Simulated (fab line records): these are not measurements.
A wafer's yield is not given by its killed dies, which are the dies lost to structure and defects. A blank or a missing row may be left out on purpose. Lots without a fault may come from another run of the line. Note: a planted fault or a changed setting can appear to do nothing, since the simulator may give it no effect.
Split-lot experiment || flow berkeley cmos170 || 5 lots, 23 wafers read, on a route of 331 steps

== SPLIT DETAILS ==
At UCB170_V2_COAT_07 (resist thk 900 nm), the setting spin rpm was moved away from the recipe's 1500 rpm on 8 of the 23 wafers read, by -6.7% to +3.5%. All remaining wafers had this setting at the recipe value.

== FROM THE SPLIT TO THE READING: what the file shows between them, 2 steps ==
- UCB170_V2_SOFTBAKE_08: time 60 s
- UCB170_V2_EXPOSE_09: exposes mask VIA2, target cd 700 nm

== THE READING ==
KrF_of_V2_COAT_07.thk nm (the simulator's own value, which no gauge read), in nm, at UCB170_V2_ETCH_14 (etches SiO2 in CHF3/CF4/Ar, stops on Al, target depth 1250 nm, time 291 s). The file gives no usual value for it. Across the 15 wafers here that went through the recipe, the average is 608.2 nm and the standard deviation 6.2 nm.

{"wafer": "L074.1", "tool, chamber at the split": "litho track-03, 0", "spin rpm as run, rpm": 1500, "against the recipe": "recipe", "KrF_of_V2_COAT_07.thk nm, nm": 605.4, "against lot-mates on the recipe": "-"}
{"wafer": "L074.2", "tool, chamber at the split": "litho track-03, 0", "spin rpm as run, rpm": 1500, "against the recipe": "recipe", "KrF_of_V2_COAT_07.thk nm, nm": 599.8, "against lot-mates on the recipe": "-"}
{"wafer": "L074.4", "tool, chamber at the split": "litho track-03, 0", "spin rpm as run, rpm": 1400, "against the recipe": "-6.7%", "KrF_of_V2_COAT_07.thk nm, nm": 653.6, "against lot-mates on the recipe": "+49.9"}
{"wafer": "L074.5", "tool, chamber at the split": "litho track-03, 0", "spin rpm as run, rpm": 1400, "against the recipe": "-6.7%", "KrF_of_V2_COAT_07.thk nm, nm": 645.7, "against lot-mates on the recipe": "+42.0"}
{"wafer": "L074.6", "tool, chamber at the split": "litho track-03, 0", "spin rpm as run, rpm": 1500, "against the recipe": "recipe", "KrF_of_V2_COAT_07.thk nm, nm": 606, "against lot-mates on the recipe": "-"}
{"wafer": "L075.2", "tool, chamber at the split": "litho track-03, 0", "spin rpm as run, rpm": 1430, "against the recipe": "-4.7%", "KrF_of_V2_COAT_07.thk nm, nm": 630.4, "against lot-mates on the recipe": "+20.9"}
{"wafer": "L075.3", "tool, chamber at the split": "litho track-03, 0", "spin rpm as run, rpm": 1430, "against the recipe": "-4.7%", "KrF_of_V2_COAT_07.thk nm, nm": 632.1, "against lot-mates on the recipe": "+22.6"}
{"wafer": "L075.4", "tool, chamber at the split": "litho track-03, 0", "spin rpm as run, rpm": 1430, "against the recipe": "-4.7%", "KrF_of_V2_COAT_07.thk nm, nm": 628.9, "against lot-mates on the recipe": "+19.4"}
{"wafer": "L075.5", "tool, chamber at the split": "litho track-03, 0", "spin rpm as run, rpm": 1500, "against the recipe": "recipe", "KrF_of_V2_COAT_07.thk nm, nm": 609.3, "against lot-mates on the recipe": "-"}
{"wafer": "L075.6", "tool, chamber at the split": "litho track-03, 0", "spin rpm as run, rpm": 1500, "against the recipe": "recipe", "KrF_of_V2_COAT_07.thk nm, nm": 609.6, "against lot-mates on the recipe": "-"}
{"wafer": "L078.1", "tool, chamber at the split": "litho track-02, 0", "spin rpm as run, rpm": 1500, "against the recipe": "recipe", "KrF_of_V2_COAT_07.thk nm, nm": 608.8, "against lot-mates on the recipe": "-"}
{"wafer": "L078.2", "tool, chamber at the split": "litho track-02, 0", "spin rpm as run, rpm": 1500, "against the recipe": "recipe", "KrF_of_V2_COAT_07.thk nm, nm": 604.2, "against lot-mates on the recipe": "-"}
{"wafer": "L078.3", "tool, chamber at the split": "litho track-02, 0", "spin rpm as run, rpm": 1500, "against the recipe": "recipe", "KrF_of_V2_COAT_07.thk nm, nm": 603.6, "against lot-mates on the recipe": "-"}
{"wafer": "L078.4", "tool, chamber at the split": "litho track-02, 0", "spin rpm as run, rpm": 1500, "against the recipe": "recipe", "KrF_of_V2_COAT_07.thk nm, nm": 620.1, "against lot-mates on the recipe": "-"}
{"wafer": "L078.6", "tool, chamber at the split": "litho track-02, 0", "spin rpm as run, rpm": 1500, "against the recipe": "recipe", "KrF_of_V2_COAT_07.thk nm, nm": 608, "against lot-mates on the recipe": "-"}
{"wafer": "L077.1", "tool, chamber at the split": "litho track-01, 0", "spin rpm as run, rpm": 1553, "against the recipe": "+3.5%", "KrF_of_V2_COAT_07.thk nm, nm": 590, "against lot-mates on the recipe": -21.1}
{"wafer": "L077.2", "tool, chamber at the split": "litho track-01, 0", "spin rpm as run, rpm": 1500, "against the recipe": "recipe", "KrF_of_V2_COAT_07.thk nm, nm": 622.5, "against lot-mates on the recipe": "-"}
{"wafer": "L077.3", "tool, chamber at the split": "litho track-01, 0", "spin rpm as run, rpm": 1553, "against the recipe": "+3.5%", "KrF_of_V2_COAT_07.thk nm, nm": 589.7, "against lot-mates on the recipe": -21.4}
{"wafer": "L077.4", "tool, chamber at the split": "litho track-01, 0", "spin rpm as run, rpm": 1500, "against the recipe": "recipe", "KrF_of_V2_COAT_07.thk nm, nm": 599.8, "against lot-mates on the recipe": "-"}
{"wafer": "L077.6", "tool, chamber at the split": "litho track-01, 0", "spin rpm as run, rpm": 1553, "against the recipe": "+3.5%", "KrF_of_V2_COAT_07.thk nm, nm": 607.2, "against lot-mates on the recipe": -3.9}
{"wafer": "L079.2", "tool, chamber at the split": "litho track-03, 0", "spin rpm as run, rpm": 1500, "against the recipe": "recipe", "KrF_of_V2_COAT_07.thk nm, nm": 613.2, "against lot-mates on the recipe": "-"}
{"wafer": "L079.4", "tool, chamber at the split": "litho track-03, 0", "spin rpm as run, rpm": 1500, "against the recipe": "recipe", "KrF_of_V2_COAT_07.thk nm, nm": 608.1, "against lot-mates on the recipe": "-"}
{"wafer": "L079.5", "tool, chamber at the split": "litho track-03, 0", "spin rpm as run, rpm": 1500, "against the recipe": "recipe", "KrF_of_V2_COAT_07.thk nm, nm": 605, "against lot-mates on the recipe": "-"}

THE FIT
A straight line over all 23 wafers: KrF_of_V2_COAT_07.thk nm changes by -5.1 nm for each +1% of spin rpm; r = -0.91; the points scatter about the line by 6.9 nm.
The same after taking each lot's own level away (the mean of its wafers on the recipe; 23 wafers): -5.53 nm for each +1%; r = -0.92; scatter 6.9 nm.
Per that fit: largest spin rpm move, reading shift of 37 nm.
The span of the lots' own levels, 603.73 to 611.15 nm, comes to 1.2 times the standard deviation stated above.
The two slopes agree, so the slope changes little with the lot-to-lot level.
Check: +33.6 nm against its lot-mates is what the line predicts for one of the wafers moved furthest among these (-6.7%) when that wafer is left out of the fit. It came out at +49.9 nm against them.

== THE OTHER SPLITS THESE WAFERS WENT THROUGH ==
Other splits were also applied to these wafers ahead of the reading. Each is held against what the fit with the lots' levels taken away leaves over:
{"other split on the same wafers": "UCB170_PSD_IMPLANT_08 energy kev", "wafers away from the commonest value": 6, "r with KrF_of_V2_COAT_07.thk nm (lot level and that fit taken away)": "+0.14"}
{"other split on the same wafers": "UCB170_CONTACT_COAT_10 resist thk nm", "wafers away from the commonest value": 8, "r with KrF_of_V2_COAT_07.thk nm (lot level and that fit taken away)": "+0.30"}
{"other split on the same wafers": "UCB170_M1_SPUTTER_00 time s", "wafers away from the commonest value": 7, "r with KrF_of_V2_COAT_07.thk nm (lot level and that fit taken away)": -0.20}

== THE WHOLE CHAIN: every reading that the file lists as answering this split, in the file's order ==
{"step": "UCB170_V2_COAT_07", "what it does": "resist thk 900 nm", "reading": "KrF_of_V2_COAT_07.thk nm (the simulator's own value, which no gauge read)", "change (the file's fit)": "-4.89 nm for each +1% of the setting", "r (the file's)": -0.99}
{"step": "UCB170_V2_ETCH_14", "what it does": "etches SiO2 in CHF3/CF4/Ar, stops on Al, target depth 1250 nm, time 291 s", "reading": "KrF_of_V2_COAT_07.thk nm (the simulator's own value, which no gauge read)", "change (the file's fit)": "-5.84 nm for each +1% of the setting", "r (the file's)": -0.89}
{"step": "UCB170_V2_STRIP_15", "what it does": "strips in O2", "reading": "strip time to endpoint s", "change (the file's fit)": "withheld for each +1% of the setting", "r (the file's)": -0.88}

== THE FILE'S OWN FIT ==
KrF_of_V2_COAT_07.thk nm changes by -5.84 nm for each +1% of spin rpm, r = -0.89.
